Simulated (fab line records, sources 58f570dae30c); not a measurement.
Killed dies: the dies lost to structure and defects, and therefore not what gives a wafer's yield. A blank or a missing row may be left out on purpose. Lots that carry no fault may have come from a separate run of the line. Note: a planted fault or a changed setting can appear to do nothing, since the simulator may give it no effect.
Which tool was responsible? :: flow berkeley cmos170 :: 15 lots, 45 wafers sampled, at 3 steps of a route of 331

== WHAT EACH GAUGE READ, for each wafer ==
UCB170_NWELL_THK_MEAS_05.
lot: L765
measured: day 2 04:42
on: film metro-01
NWELL_NITRIDE_THK (nm): 222.3 223.0 222.0

lot: L766
measured: day 2 09:49
on: film metro-02
NWELL_NITRIDE_THK (nm): 225.5 224.8 224.3

lot: L768
measured: day 2 17:25
on: film metro-03
NWELL_NITRIDE_THK (nm): 226.0 224.8 224.6

lot: L769
measured: day 3 02:15
on: film metro-02
NWELL_NITRIDE_THK (nm): 224.1 222.4 222.8

lot: L770
measured: day 3 02:15
on: film metro-03
NWELL_NITRIDE_THK (nm): 219.5 221.3 221.5

lot: L771
measured: day 3 14:07
on: film metro-03
NWELL_NITRIDE_THK (nm): 223.7 223.9 223.3

lot: L772
measured: day 3 14:09
on: film metro-02
NWELL_NITRIDE_THK (nm): 229.7 229.7 229.7

lot: L773
measured: day 3 20:57
on: film metro-03
NWELL_NITRIDE_THK (nm): 223.7 219.9 223.1

lot: L775
measured: day 4 11:17
on: film metro-03
NWELL_NITRIDE_THK (nm): 222.3 221.8 223.2

lot: L777
measured: day 5 00:47
on: film metro-03
NWELL_NITRIDE_THK (nm): 228.2 227.0 229.8

lot: L778
measured: day 5 02:53
on: film metro-02
NWELL_NITRIDE_THK (nm): 221.4 222.8 223.0

lot: L784
measured: day 6 05:59
on: film metro-02
NWELL_NITRIDE_THK (nm): 222.4 222.3 223.8

lot: L785
measured: day 6 14:34
on: film metro-03
NWELL_NITRIDE_THK (nm): 225.4 226.3 226.3

lot: L786
measured: day 6 17:22
on: film metro-03
NWELL_NITRIDE_THK (nm): 224.4 223.7 224.6

lot: L787
measured: day 6 18:27
on: film metro-01
NWELL_NITRIDE_THK (nm): 223.1 222.2 223.7

UCB170_SCREENOX_THK_MEAS_02.
lot: L765
measured: day 5 08:18
on: film metro-02
SCREENOX_OXIDE_THK (nm): 14.50 14.55 14.39

lot: L766
measured: day 5 15:08
on: film metro-04
SCREENOX_OXIDE_THK (nm): 14.41 14.46 14.61

lot: L768
measured: day 6 07:05
on: film metro-04
SCREENOX_OXIDE_THK (nm): 14.38 14.62 14.40

lot: L769
measured: day 6 07:04
on: film metro-02
SCREENOX_OXIDE_THK (nm): 14.33 14.19 14.07

lot: L770
measured: day 6 07:04
on: film metro-01
SCREENOX_OXIDE_THK (nm): 14.45 13.98 14.61

lot: L771
measured: day 6 15:39
on: film metro-01
SCREENOX_OXIDE_THK (nm): 14.72 14.65 14.62

lot: L772
measured: day 6 15:38
on: film metro-02
SCREENOX_OXIDE_THK (nm): 13.98 14.06 14.20

lot: L773
measured: day 6 23:58
on: film metro-01
SCREENOX_OXIDE_THK (nm): 14.69 14.31 14.45

lot: L775
measured: day 7 15:25
on: film metro-01
SCREENOX_OXIDE_THK (nm): 14.03 13.91 14.07

lot: L777
measured: day 7 19:39
on: film metro-02
SCREENOX_OXIDE_THK (nm): 14.21 14.23 14.45

lot: L778
measured: day 7 19:40
on: film metro-04
SCREENOX_OXIDE_THK (nm): 14.49 14.55 14.74

lot: L784
measured: day 8 20:49
on: film metro-01
SCREENOX_OXIDE_THK (nm): 14.27 14.39 13.98

== WHAT TOOL EACH LOT RAN ON (gives the tool, then ch and the chambers of the sampled wafers, and finally the start) ==
lot: L765
UCB170_ACTIVE_ANNEAL_04: furnace-02 ch 0, day 3 19:13

lot: L766
UCB170_ACTIVE_ANNEAL_04: furnace-03 ch 0, day 4 03:09

lot: L768
UCB170_ACTIVE_ANNEAL_04: furnace-04 ch 0, day 4 16:55

lot: L769
UCB170_ACTIVE_ANNEAL_04: furnace-02 ch 0, day 4 23:05

lot: L770
UCB170_ACTIVE_ANNEAL_04: furnace-02 ch 0, day 4 23:05

lot: L771
UCB170_ACTIVE_ANNEAL_04: furnace-04 ch 0, day 5 13:47

lot: L772
UCB170_ACTIVE_ANNEAL_04: furnace-04 ch 0, day 5 13:47

lot: L773
UCB170_ACTIVE_ANNEAL_04: furnace-04 ch 0, day 5 22:18

lot: L775
UCB170_ACTIVE_ANNEAL_04: furnace-02 ch 0, day 6 12:01

lot: L777
UCB170_ACTIVE_ANNEAL_04: furnace-03 ch 0, day 6 16:31

lot: L778
UCB170_ACTIVE_ANNEAL_04: furnace-03 ch 0, day 6 16:31

lot: L784
UCB170_ACTIVE_ANNEAL_04: furnace-02 ch 0, day 7 17:09

lot: L785
UCB170_ACTIVE_ANNEAL_04: furnace-03, day 8 09:43

lot: L786
UCB170_ACTIVE_ANNEAL_04: furnace-03, day 8 13:59

lot: L787
UCB170_ACTIVE_ANNEAL_04: furnace-03, day 8 13:59
- UCB170_ACTIVE_ANNEAL_04: time 900 s.

== AS READ BY THE TOOLS THEMSELVES (means over the sampled wafers that have a number; for cases with no such wafer, the mark the record gives instead) ==
UCB170_ACTIVE_ANNEAL_04.
lot: L765
tool: furnace-02
spike tc centre C (C): 1002.4
spike tc load C (C): 1026.4

lot: L766
tool: furnace-03
spike tc centre C (C): 1002.7
spike tc load C (C): 1026.4

lot: L768
tool: furnace-04
spike tc centre C (C): 1004.3
spike tc load C (C): 1025.3

lot: L769
tool: furnace-02
spike tc centre C (C): 1001.4
spike tc load C (C): 1027.8

lot: L770
tool: furnace-02
spike tc centre C (C): 1002.7
spike tc load C (C): 1026.2

lot: L771
tool: furnace-04
spike tc centre C (C): 1004.1
spike tc load C (C): 1025.8

lot: L772
tool: furnace-04
spike tc centre C (C): 1003.5
spike tc load C (C): 1026.0

lot: L773
tool: furnace-04
spike tc centre C (C): 1004.4
spike tc load C (C): 1025.8

lot: L775
tool: furnace-02
spike tc centre C (C): 1001.9
spike tc load C (C): 1026.8

lot: L777
tool: furnace-03
spike tc centre C (C): 1001.4
spike tc load C (C): 1026.6

lot: L778
tool: furnace-03
spike tc centre C (C): 1002.1
spike tc load C (C): 1026.4

lot: L784
tool: furnace-02
spike tc centre C (C): 1002.4
spike tc load C (C): 1026.5

lot: L785
tool: furnace-03
spike tc centre C (C): -
spike tc load C (C): -

lot: L786
tool: furnace-03
spike tc centre C (C): -
spike tc load C (C): -

lot: L787
tool: furnace-03
spike tc centre C (C): -
spike tc load C (C): -

== THE ANSWER, worked out from the rows above alone ==
Rule: the lots themselves supply what counts as usual. Put in order of their means at a reading, lots are off if they are a third of the lots or fewer, leave a main group of 4 or more, and stand apart from it by a gap of 3 or more times the standard deviation of the main group's means; of several such gaps the widest counts. The tables above print the reading to a certain number of digits; a main group whose means all agree to those digits is not used. A lot without any number at a reading at which 4 lots or more have one is off too. All remaining lots with rows at the step are treated as sound. After the gauges, taken in route order, come the tools' own readings; for these a lot's mean is taken, as printed above. The first step at which some lot is off is used, and at that step the reading that is off furthest; a lot without a number counts as furthest.
Off, at UCB170_ACTIVE_ANNEAL_04 on spike tc centre C: L785, L786, L787. Without a number there: L785, L786, L787. Main group: mean 1002.8 C, sd 1.
A tool fits if, at that step or a process step before it, it ran every lot that is off, and no sound lot after the first of them. One candidate fits, namely furnace-03 at UCB170_ACTIVE_ANNEAL_04. Its last sound lot is L777 (day 6 16:31), its first lot that is off L785 (day 8 09:43): a fault that began between those two fits.
Blank at UCB170_ACTIVE_ANNEAL_04 on the lots that are off, where sound lots have numbers: spike tc centre C, spike tc load C.

== WHAT HAD BEEN PUT IN BY THE SIMULATOR ==
Step skipped in full: furnace-03, at UCB170_ACTIVE_ANNEAL_04, from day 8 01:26 onward. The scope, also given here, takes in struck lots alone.
Lots struck among those shown: L785, L786, L787. The rule above found the same.
